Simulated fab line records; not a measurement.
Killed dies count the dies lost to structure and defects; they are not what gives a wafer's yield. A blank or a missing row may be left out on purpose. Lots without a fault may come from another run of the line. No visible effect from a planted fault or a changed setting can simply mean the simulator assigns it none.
Chamber matching / flow berkeleyCmos170 / pecvd-02 running UCB170_V2_CVD_00: 3 sister chambers
The step deposits SiO2 from TEOS/O2, target thk 2000 nm, time 250 s. 14 wafers are shown with their chamber, then 7 later ones without.

WAFERS PAIRED WITH THEIR CHAMBERS
wafer=L231.1; chamber=0; heaterPowerW (W)=317
wafer=L231.4; chamber=1; heaterPowerW (W)=212
wafer=L231.5; chamber=0; heaterPowerW (W)=236
wafer=L235.2; chamber=1; heaterPowerW (W)=250
wafer=L235.4; chamber=0; heaterPowerW (W)=250
wafer=L235.5; chamber=2; heaterPowerW (W)=254
wafer=L238.2; chamber=1; heaterPowerW (W)=301
wafer=L238.5; chamber=0; heaterPowerW (W)=242
wafer=L238.6; chamber=1; heaterPowerW (W)=215
wafer=L244.1; chamber=0; heaterPowerW (W)=309
wafer=L244.2; chamber=2; heaterPowerW (W)=267
wafer=L244.5; chamber=2; heaterPowerW (W)=349
wafer=L247.3; chamber=2; heaterPowerW (W)=349
wafer=L247.4; chamber=1; heaterPowerW (W)=303

SIGNATURES (averages over the wafers above)
reading=heaterPowerW; chamber 0=270.80; chamber 1=256.20; chamber 2=304.75; scatter within a chamber=44.6
Rule: distance of a wafer from a chamber = root of the sum over the readings of ((wafer's reading minus chamber's mean) / reading's scatter) squared. If the next closest chamber is less than 2 further off than the closest, the wafer can't be placed; otherwise it belongs to the closest. The scatter: take each reading less its chamber's mean, square it, sum over the shown wafers, divide by the number of wafers less the number of chambers, and take the root.

WAFERS WITHOUT THEIR CHAMBER
wafer=L247.6; heaterPowerW (W)=343
wafer=L250.2; heaterPowerW (W)=333
wafer=L250.4; heaterPowerW (W)=295
wafer=L250.5; heaterPowerW (W)=244
wafer=L252.2; heaterPowerW (W)=270
wafer=L252.3; heaterPowerW (W)=297
wafer=L252.6; heaterPowerW (W)=260

WHICH CHAMBER EACH ONE RAN IN
wafer=L247.6; from the rows above=can't be placed: 2 or 0 or 1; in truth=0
wafer=L250.2; from the rows above=can't be placed: 2 or 0 or 1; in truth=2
wafer=L250.4; from the rows above=can't be placed: 2 or 0 or 1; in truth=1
wafer=L250.5; from the rows above=can't be placed: 1 or 0 or 2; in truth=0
wafer=L252.2; from the rows above=can't be placed: 0 or 1 or 2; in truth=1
wafer=L252.3; from the rows above=can't be placed: 2 or 0 or 1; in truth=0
wafer=L252.6; from the rows above=can't be placed: 1 or 0 or 2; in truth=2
Correctly placed: 0 of 7. Unplaceable from these rows: 7, with the true chamber sitting among the candidates in 7. Placed wrongly: 0.
